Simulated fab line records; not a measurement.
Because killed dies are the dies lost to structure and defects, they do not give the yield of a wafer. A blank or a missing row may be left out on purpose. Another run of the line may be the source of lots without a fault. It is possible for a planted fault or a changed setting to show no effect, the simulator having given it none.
fab line records | flow rit_cmos
[record] lots = 5 wafers = 15 last_day = 7
route steps=202 shown ACTIVE@17 FOX1@20 FOX2@23 NWELL@28
lots untouched by any fault: they come from a run of this same line in which no faults occurred
start_h: hours from the record's first day to the start of the lot's first wafer shown | wait_h: hours from the lot's prior step to this one | " repeats the value in the row above | L1.1+2: a row that stands for several wafers | - either no value or no given start | * or withheld: withheld | < > ~ a bound
route shown NAME@n: names a module that has steps shown in the file, with the first one's number in the route | usual: the fault-free wafers' mean and standard deviation | same: alike in all rows | chamber/n: place in a boat | sites: each site's reading | _std_site: how widely they spread, as a standard deviation | _edge_site: inner sites' mean taken away from outer sites' mean | radius_mm: for every site, how far away it sits from the centre of the wafer | mask NAME#n: copy n | behind: the most recent tool/chamber to have shaped the wafer | hold: what put the lot on hold/how long, in hours/how the hold closed | device: which transistor (n, p or np) failed to switch | end of line: the route-end tests of the same wafers | where a step has no rows: the recipe by itself | killed: at the first sort, the dies lost to defects and structure; wafer yield is something else | map: dies across one wafer; x = killed, . = not, _ = none there
set.NAME: the setting as run; set.NAME@STEP: as run at that earlier step | model.NAME: the simulator's own value behind a step, which no gauge read
lots at some steps of the route; a table a step, a row a wafer
services: from which hour (start_h, from the record's first day; less than 0 if before it) a tool's chamber was out of use, for how many hours, and why
[[steps]]
[step RIT_ACTIVE_CLEAN_15]
[recipe] chemistry = SC1 mix = 3:3:50 time_s = 600 temp_c = 75
// columns lot.wafer tool chamber start_h wait_h
L074.1+4+6 wet_bench-01 3 15.14 0.1
L082.1+5+6 wet_bench-01 3 55.14 0.1
L087.2+4+5 wet_bench-03 1 81.21 0.1
L091.2+3+4 wet_bench-02 2 101.24 0.1
L094.1+3+6 wet_bench-01 0 115.34 0.1
[step RIT_ACTIVE_CLEAN_16]
[recipe] chemistry = dHF dilution = 50:1 time_s = 30
// columns lot.wafer tool chamber start_h wait_h
L074.1+4+6 wet_bench-02 2 15.31 0.0
L082.1+5+6 wet_bench-02 2 55.31 0.0
L087.2+4+5 wet_bench-01 1 81.40 0.0
L091.2+3+4 wet_bench-01 2 101.43 0.0
L094.1+3+6 wet_bench-02 0 115.53 0.0
[step RIT_ACTIVE_CLEAN_17]
[recipe] chemistry = SC2 mix = 3:3:50 time_s = 600 temp_c = 75 dry = n2_spin
// columns lot.wafer tool chamber start_h wait_h
L074.1+4+6 wet_bench-03 1 15.33 0.0
L082.1+5+6 wet_bench-03 2 55.33 0.0
L087.2+4+5 wet_bench-02 3 81.42 0.0
L091.2+3+4 wet_bench-03 0 101.45 0.0
L094.1+3+6 wet_bench-03 3 115.55 0.0
[step RIT_FOX1_OXIDATION_00]
[recipe] temp_c = 1100 ambient = H2O target_thk_a = 3507 p_h2o_torr = 720 ox_time_s = 1130
[usual] spike_tc_load_C = 1128/6.3 spike_tc_source_C = 1126.1/2 tube_center_temp_C = 1100/0.099
// columns lot.wafer tool chamber start_h wait_h spike_tc_load_C spike_tc_source_C tube_center_temp_C
L074.1 furnace-02 0 15.51 0.0 1125 1129.2 1100
L074.4 " 0 " " 1128 1128.0 1100
L074.6 " 0 " " 1126 1127.5 1099.8
L082.1 furnace-04 0 55.91 0.4 1121 1126.1 1100.1
L082.5 " 0 " " 1119 1126.1 1100.1
L082.6 " 0 " " 1123 1126.6 1099.9
L087.2 furnace-01 0 81.59 0.0 1137 1124.2 1099.9
L087.4 " 0 " " 1135 1123.8 1100
L087.5 " 0 " " 1137 1124.3 1100
L091.2 furnace-01 0 102.05 0.4 1136 1124.6 1100
L091.3 " 0 " " 1136 1124.1 1100
L091.4 " 0 " " 1135 1123.9 1100
L094.1 furnace-04 0 115.72 0.0 1121 1127.3 1100.1
L094.3 " 0 " " 1120 1125.9 1099.9
L094.6 " 0 " " 1124 1127.8 1099.9
[step RIT_FOX1_THK_MEAS_01]
[recipe] reads = SiO2_of_FOX1_OXIDATION_00
[usual] FOX1_OXIDE_THK = 348/7.3
// columns lot.wafer tool chamber start_h wait_h FOX1_OXIDE_THK[nm]
L074.1 film_metro-01 - 16.82 0.0 353
L074.4 " - " " 342
L074.6 " - " " 353
L082.1 film_metro-04 - 57.22 0.0 344
L082.5 " - " " 347
L082.6 " - " " 349
L087.2 film_metro-01 - 82.92 0.0 337
L087.4 " - " " 333
L087.5 " - " " 332
L091.2 film_metro-01 - 103.38 0.0 360
L091.3 " - " " 361
L091.4 " - " " 360
L094.1 film_metro-04 - 117.03 0.0 346
L094.3 " - " " 352
L094.6 " - " " 343
[step RIT_FOX1_WET_ETCH_02]
[recipe] chemistry = BOE target_depth_nm = 350 time_s = 390 temp_c = 21.5 dry = n2_spin dilution = 10:1 target = SiO2
// columns lot.wafer tool chamber start_h wait_h
L074.1+4+6 wet_bench-01 1 16.88 0.1
L082.1+5+6 wet_bench-04 3 57.28 0.1
L087.2+4+5 wet_bench-01 0 82.97 0.0
L091.2+3+4 wet_bench-04 2 103.43 0.0
L094.1+3+6 wet_bench-04 1 117.09 0.1
[step RIT_FOX2_OXIDATION_00]
[recipe] temp_c = 1100 ambient = H2O target_thk_a = 3507 p_h2o_torr = 720 ox_time_s = 1130
[usual] spike_tc_load_C = 1124.3/2.3 spike_tc_source_C = 1127.5/1.6 tube_center_temp_C = 1100/0.094
// columns lot.wafer tool chamber start_h wait_h spike_tc_load_C spike_tc_source_C tube_center_temp_C
L074.1 furnace-02 0 17.90 0.9 1122.7 1129.2 1099.8
L074.4 " 0 " " 1124.5 1129.3 1100
L074.6 " 0 " " 1124.9 1129.2 1100
L082.1 furnace-04 0 57.40 0.0 1122.7 1125.5 1100
L082.5 " 0 " " 1122.2 1127.3 1100
L082.6 " 0 " " 1122.8 1124.8 1100
L087.2 furnace-04 0 83.08 0.0 1122.2 1127.1 1100
L087.4 " 0 " " 1120.9 1126.1 1100
L087.5 " 0 " " 1122.8 1125.2 1099.9
L091.2 furnace-02 0 104.06 0.5 1124.7 1129.4 1100
L091.3 " 0 " " 1125.5 1129.7 1100
L091.4 " 0 " " 1125.2 1128.4 1100
L094.1 furnace-04 0 117.22 0.0 1122.7 1128.4 1100
L094.3 " 0 " " 1122.4 1126.7 1100.2
L094.6 " 0 " " 1122.2 1124.5 1099.9
[step RIT_FOX2_THK_MEAS_01]
[recipe] reads = SiO2_of_FOX2_OXIDATION_00
[usual] FOX2_OXIDE_THK = 351/6.2
// columns lot.wafer tool chamber start_h wait_h FOX2_OXIDE_THK[nm]
L074.1 film_metro-01 - 19.21 0.0 352
L074.4 " - " " 345
L074.6 " - " " 348
L082.1 film_metro-03 - 58.71 0.0 358
L082.5 " - " " 362
L082.6 " - " " 358
L087.2 film_metro-01 - 84.41 0.0 347
L087.4 " - " " 351
L087.5 " - " " 352
L091.2 film_metro-02 - 105.39 0.0 354
L091.3 " - " " 361
L091.4 " - " " 362
L094.1 film_metro-01 - 118.54 0.0 347
L094.3 " - " " 343
L094.6 " - " " 348
[step RIT_FOX2_CLEAN_02]
[recipe] chemistry = dHF dilution = 50:1 time_s = 180
// columns lot.wafer tool chamber start_h wait_h
L074.1+4+6 wet_bench-01 3 19.27 0.1
L082.1+5+6 wet_bench-02 2 58.77 0.1
L087.2+4+5 wet_bench-02 0 84.46 0.0
L091.2+3+4 wet_bench-01 3 105.44 0.0
L094.1+3+6 wet_bench-01 1 118.60 0.1
[step RIT_FOX2_WET_ETCH_03]
[recipe] chemistry = H3PO4 target = Si3N4 target_depth_nm = 195 temp_c = 165 time_s = 2700
// columns lot.wafer tool chamber start_h wait_h
L074.1+4+6 wet_bench-02 2 19.33 0.0
L082.1+5+6 wet_bench-01 2 58.83 0.0
L087.2+4+5 wet_bench-02 1 84.51 0.0
L091.2+3+4 wet_bench-01 0 105.49 0.0
L094.1+3+6 wet_bench-02 3 118.66 0.0
[step RIT_FOX2_THK_MEAS_90]
[recipe] reads = SiO2_of_FOX2_OXIDATION_00
[usual] FIELD_OXIDE_LEFT_1_THK = 324/6.2
// columns lot.wafer tool chamber start_h wait_h FIELD_OXIDE_LEFT_1_THK[nm]
L074.1 film_metro-01 - 20.15 0.0 325
L074.4 " - " " 318
L074.6 " - " " 320
L082.1 film_metro-01 - 59.59 0.0 331
L082.5 " - " " 335
L082.6 " - " " 331
L087.2 film_metro-01 - 85.28 0.0 320
L087.4 " - " " 323
L087.5 " - " " 324
L091.2 film_metro-03 - 106.26 0.0 327
L091.3 " - " " 334
L091.4 " - " " 334
L094.1 film_metro-01 - 119.42 0.0 320
L094.3 " - " " 316
L094.6 " - " " 321
[step RIT_NWELL_HMDS_00]
[recipe] prime_time_s = 60 prime_temp_c = 140
// columns lot.wafer tool chamber start_h wait_h
L074.1+4+6 litho_track-01 0 20.21 0.1
L082.1+5+6 litho_track-01 0 59.65 0.1
L087.2+4+5 litho_track-01 0 85.36 0.1
L091.2+3+4 litho_track-03 0 106.34 0.1
L094.1+3+6 litho_track-03 0 119.48 0.1
[step RIT_NWELL_COAT_01]
[recipe] resist = NOVOLAK spin_rpm = 2000 resist_thk_nm = 1300
// columns lot.wafer tool chamber start_h wait_h
L074.1+4+6 litho_track-01 0 20.36 0.1
L082.1+5+6 litho_track-01 0 59.80 0.1
L087.2+4+5 litho_track-01 0 85.51 0.1
L091.2+3+4 litho_track-03 0 106.49 0.1
L094.1+3+6 litho_track-03 0 119.63 0.1
[step RIT_NWELL_SOFTBAKE_02]
[recipe] resist = NOVOLAK temp_c = 90 time_s = 60
// columns lot.wafer tool chamber start_h wait_h
L074.1+4+6 litho_track-01 0 20.51 0.1
L082.1+5+6 litho_track-01 0 59.95 0.1
L087.2+4+5 litho_track-01 0 85.66 0.1
L091.2+3+4 litho_track-03 0 106.64 0.1
L094.1+3+6 litho_track-03 0 119.78 0.1
[step RIT_NWELL_EXPOSE_03]
[recipe] mask_id = M2 na = 0.57 target_cd_nm = 43900 dose_mj = 250
// columns lot.wafer tool chamber start_h wait_h mask
L074.1+4+6 iline_stepper-02 0 20.79 0.2 M2#0
L082.1+5+6 iline_stepper-01 0 60.10 0.1 M2#0
L087.2+4+5 iline_stepper-02 0 85.80 0.1 M2#0
L091.2+3+4 iline_stepper-02 0 106.78 0.1 M2#0
L094.1+3+6 iline_stepper-01 0 119.93 0.1 M2#0
[step RIT_NWELL_PEB_04]
[recipe] resist = NOVOLAK temp_c = withheld time_s = withheld
// columns lot.wafer tool chamber start_h wait_h
L074.1+4+6 litho_track-01 0 20.91 0.1
L082.1+5+6 litho_track-01 0 60.21 0.1
L087.2+4+5 litho_track-02 0 85.92 0.1
L091.2+3+4 litho_track-02 0 106.90 0.1
L094.1+3+6 litho_track-02 0 120.04 0.1
[step RIT_NWELL_DEVELOP_05]
[recipe] resist = NOVOLAK develop_time_s = 68 dev_temp_c = 23
// columns lot.wafer tool chamber start_h wait_h
L074.1+4+6 litho_track-01 0 - -
L082.1+5+6 litho_track-01 0 - -
L087.2+4+5 litho_track-02 0 - -
L091.2+3+4 litho_track-02 0 - -
L094.1+3+6 litho_track-02 0 - -
[step RIT_NWELL_OVL_MEAS_06]
[usual] NWELL_OVL = 0.6/1.1
// columns lot.wafer tool chamber start_h wait_h NWELL_OVL[nm]
L074.1 overlay-01 - 21.22 - -0.2
L074.4 " - " " 0.7
L074.6 " - " " -0.3
L082.1 overlay-01 - 60.53 - -0.2
L082.5 " - " " -0.7
L082.6 " - " " -0.8
L087.2 overlay-02 - 86.22 - -0.2
L087.4 " - " " -1.2
L087.5 " - " " 0.9
L091.2 overlay-01 - 107.20 - 1.0
L091.3 " - " " 1.9
L091.4 " - " " 0.5
L094.1 overlay-01 - 120.36 - 1.2
L094.3 " - " " 0.3
L094.6 " - " " -0.7
[[services]]
// columns tool chamber start_h hours kind
iline_stepper-02 - -3.85 1.7 pm
furnace-01 - 10.85 3.5 pm
wet_bench-03 - 13.08 0.7 repair
furnace-04 - 16.92 9.5 pm
furnace-01 - 36.99 2.8 pm
iline_stepper-02 - 39.74 16.8 repair
wet_bench-02 - 43.25 4.5 repair
wet_bench-01 - 43.87 2.8 repair
iline_stepper-02 - 56.49 8.9 pm
wet_bench-02 - 75.96 1.9 pm
iline_stepper-01 - 98.45 4.4 pm
[[key]]
fault none
